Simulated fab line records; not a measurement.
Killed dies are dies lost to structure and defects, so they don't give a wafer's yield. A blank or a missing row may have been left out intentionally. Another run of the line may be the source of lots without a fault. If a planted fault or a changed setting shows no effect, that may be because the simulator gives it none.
Which of the tools did it? | flow berkeleyCmos170 | 15 lots with 45 wafers sampled at 4 steps, on a route of 331 steps

## WHAT THE GAUGES READ, wafer by wafer
UCB170_PWELL_TW_MEAS_17. Usual: PWELL_TW gives 381.1 (standard deviation 1.5).
lot  | measured    | on           | PWELL_TW          | flag
L505 | day 3 05:21 | filmMetro-01 | 381.4 381.4 381.4 | 
L508 | day 3 16:41 | filmMetro-03 | 381.4 384.0 381.3 | 
L506 | day 3 16:48 | filmMetro-03 | 382.3 383.1 381.8 | 
L509 | day 4 14:13 | filmMetro-03 | 379.8 380.6 379.6 | 
L513 | day 5 01:11 | filmMetro-01 | 380.3 379.9 380.2 | 
L514 | day 5 05:33 | filmMetro-03 | 380.6 381.4 379.6 | 
L515 | day 5 05:16 | filmMetro-03 | 380.9 380.4 378.7 | 
L519 | day 6 00:18 | filmMetro-03 | 383.1 384.9 383.4 | 
L520 | day 5 23:37 | filmMetro-04 | 382.1 380.6 380.5 | 
L521 | day 6 08:44 | filmMetro-01 | 379.4 380.3 379.5 | 
L522 | day 6 22:38 | filmMetro-01 | 378.5 377.7 379.7 | 
L523 | day 6 22:52 | filmMetro-04 | 381.7 382.0 381.8 | 
L526 | day 7 11:25 | filmMetro-01 | 379.0 381.8 379.6 | 
L527 | day 7 11:58 | filmMetro-01 | 379.1 378.8 378.9 | 
L528 | day 7 18:34 | filmMetro-04 | 383.2 381.8 379.5 | 

UCB170_PFIELD_OVL_MEAS_06. Usual: PFIELD_OVL gives -1 nm (standard deviation 4.6).
lot  | measured    | on         | PFIELD_OVL (nm) | flag
L505 | day 4 14:54 | overlay-02 | -3 3 -2         | 
L508 | day 5 07:06 | overlay-02 | 3 -7 -7         | 
L506 | day 5 07:01 | overlay-01 | -4 -9 -3        | 
L509 | day 6 06:16 | overlay-02 | 0 3 0           | 
L513 | day 6 12:31 | overlay-01 | 1 -4 2          | 
L514 | day 6 11:41 | overlay-02 | 4 -5 1          | 
L515 | day 6 12:31 | overlay-02 | -4 -2 -7        | 
L519 | day 7 07:36 | overlay-01 | -5 -5 -12       | 
L520 | day 7 07:20 | overlay-02 | -5 1 0          | 
L521 | day 7 12:29 | overlay-01 | 4 3 0           | 
L522 | day 8 06:59 | overlay-01 | 1 1 2           | 
L523 | day 8 06:22 | overlay-01 | -4 0 1          | 
L526 | day 8 20:07 | overlay-02 | 2 -2 -1         | 
L527 | day 8 20:26 | overlay-02 | 2 3 7           | 
L528 | day 9 03:48 | overlay-02 | 0 -1 2          | 

## EACH LOT AND THE TOOL THAT RAN IT (in order: tool; ch and the chambers of the sampled wafers; start)
lot  | UCB170_PWELL_CLEAN_00         | UCB170_PWELL_STRIP_16
L505 | wetBench-01 ch 1, day 2 15:31 | plasmaAsher-01 ch 0,1, day 3 05:15
L508 | wetBench-04 ch 1, day 3 01:35 | plasmaAsher-04 ch 0,1, day 3 16:35
L506 | wetBench-04 ch 1, day 3 01:56 | plasmaAsher-03 ch 0,1, day 3 16:41
L509 | wetBench-01 ch 1, day 3 21:32 | plasmaAsher-01 ch 0,1, day 4 14:07
L513 | wetBench-02 ch 3, day 4 09:52 | plasmaAsher-03 ch 0,1, day 5 01:00
L514 | wetBench-04 ch 3, day 4 15:46 | plasmaAsher-03 ch 0, day 5 05:26
L515 | wetBench-04 ch 1, day 4 15:59 | plasmaAsher-03 ch 0,1, day 5 05:10
L519 | wetBench-01 ch 1, day 5 11:06 | plasmaAsher-03 ch 0,1, day 6 00:12
L520 | wetBench-01 ch 0, day 5 11:06 | plasmaAsher-04 ch 0,1, day 5 23:30
L521 | wetBench-02 ch 2, day 5 20:14 | plasmaAsher-01 ch 0,1, day 6 08:39
L522 | wetBench-02 ch 3, day 6 09:26 | plasmaAsher-04 ch 0, day 6 22:31
L523 | wetBench-02 ch 1, day 6 09:26 | plasmaAsher-01 ch 0,1, day 6 22:46
L526 | wetBench-04 ch 3, day 6 23:41 | plasmaAsher-01 ch 0,1, day 7 11:19
L527 | wetBench-04 ch 1, day 6 23:41 | plasmaAsher-01 ch 0,1, day 7 11:52
L528 | wetBench-02 ch 0, day 7 06:41 | plasmaAsher-04 ch 0,1, day 7 18:28
- UCB170_PWELL_CLEAN_00: cleans in SPM, time 600 s.
- UCB170_PWELL_STRIP_16: strips in O2.

## AS READ BY THE TOOLS THEMSELVES (means over the sampled wafers that have a number; for cases with no such wafer, the mark the record gives instead)
UCB170_PWELL_CLEAN_00. Usual: bathGuardTempC 120.3 C, standard deviation 0.46; bathHeatDutyPct 12.4 %, standard deviation 1.6.
lot  | tool        | bathGuardTempC (C) | bathHeatDutyPct (%) | flag
L505 | wetBench-01 | 120.7              | 9.6                 | 
L508 | wetBench-04 | 120.8              | 13.9                | 
L506 | wetBench-04 | 120.8              | 14.2                | 
L509 | wetBench-01 | 120.9              | 9.3                 | 
L513 | wetBench-02 | 120.3              | 12.2                | 
L514 | wetBench-04 | 119.7              | 13.3                | 
L515 | wetBench-04 | 120.6              | 12.8                | 
L519 | wetBench-01 | 120.8              | 9.3                 | 
L520 | wetBench-01 | 120.7              | 15.0                | 
L521 | wetBench-02 | -                  | -                   | OFF
L522 | wetBench-02 | -                  | -                   | OFF
L523 | wetBench-02 | -                  | -                   | OFF
L526 | wetBench-04 | 119.6              | 12.5                | 
L527 | wetBench-04 | 120.4              | 13.9                | 
L528 | wetBench-02 | 120.0              | 12.3                | 

UCB170_PWELL_STRIP_16. Usual: drypumpMotorCurrentA 6.0 A, standard deviation 0.32; oesProductAu 0.721 a.u., standard deviation 0.0045; stripTimeToEndpointS 18.12 s, standard deviation 0.11.
lot  | tool           | drypumpMotorCurrentA (A) | oesProductAu (a.u.) | stripTimeToEndpointS (s) | flag
L505 | plasmaAsher-01 | 5.6                      | 0.724               | 18.04                    | 
L508 | plasmaAsher-04 | 6.1                      | 0.724               | 17.89                    | 
L506 | plasmaAsher-03 | 6.4                      | 0.726               | 17.98                    | 
L509 | plasmaAsher-01 | 5.8                      | 0.721               | 18.33                    | 
L513 | plasmaAsher-03 | 6.2                      | 0.722               | 18.20                    | 
L514 | plasmaAsher-03 | 6.6                      | 0.717               | 18.21                    | 
L515 | plasmaAsher-03 | 6.2                      | 0.720               | 18.01                    | 
L519 | plasmaAsher-03 | 6.2                      | 0.724               | 18.14                    | 
L520 | plasmaAsher-04 | 6.1                      | 0.720               | 18.05                    | 
L521 | plasmaAsher-01 | 5.8                      | 0.721               | 18.11                    | 
L522 | plasmaAsher-04 | 6.1                      | 0.721               | 18.19                    | 
L523 | plasmaAsher-01 | 5.7                      | 0.716               | 18.04                    | 
L526 | plasmaAsher-01 | 5.7                      | 0.721               | 18.07                    | 
L527 | plasmaAsher-01 | 5.8                      | 0.724               | 18.28                    | 
L528 | plasmaAsher-04 | 6.1                      | 0.723               | 18.06                    | 

## THE ANSWER, worked out from the rows above alone
Rule: a lot is off if the mean of its wafers that have a number lies more than 3 standard deviations from the usual mean. A lot without any number at a reading at which 4 lots or more have one is off too. Where the step has rows for the other lots, those lots are counted as sound. First the gauges in route order, then the tools' own readings, where a lot's mean is used as printed above. The first step at which some lot is off is used, and at that step the reading that is off furthest; a lot without a number counts as furthest.
Off at UCB170_PWELL_CLEAN_00 (bathGuardTempC): L521, L522, L523. Without a number there: L521, L522, L523.
A tool fits if, at that step or a process step before it, it ran every lot that is off, and no sound lot after the first of them. Not one of the candidates tried fits.

## WHAT WAS PUT IN BY THE SIMULATOR
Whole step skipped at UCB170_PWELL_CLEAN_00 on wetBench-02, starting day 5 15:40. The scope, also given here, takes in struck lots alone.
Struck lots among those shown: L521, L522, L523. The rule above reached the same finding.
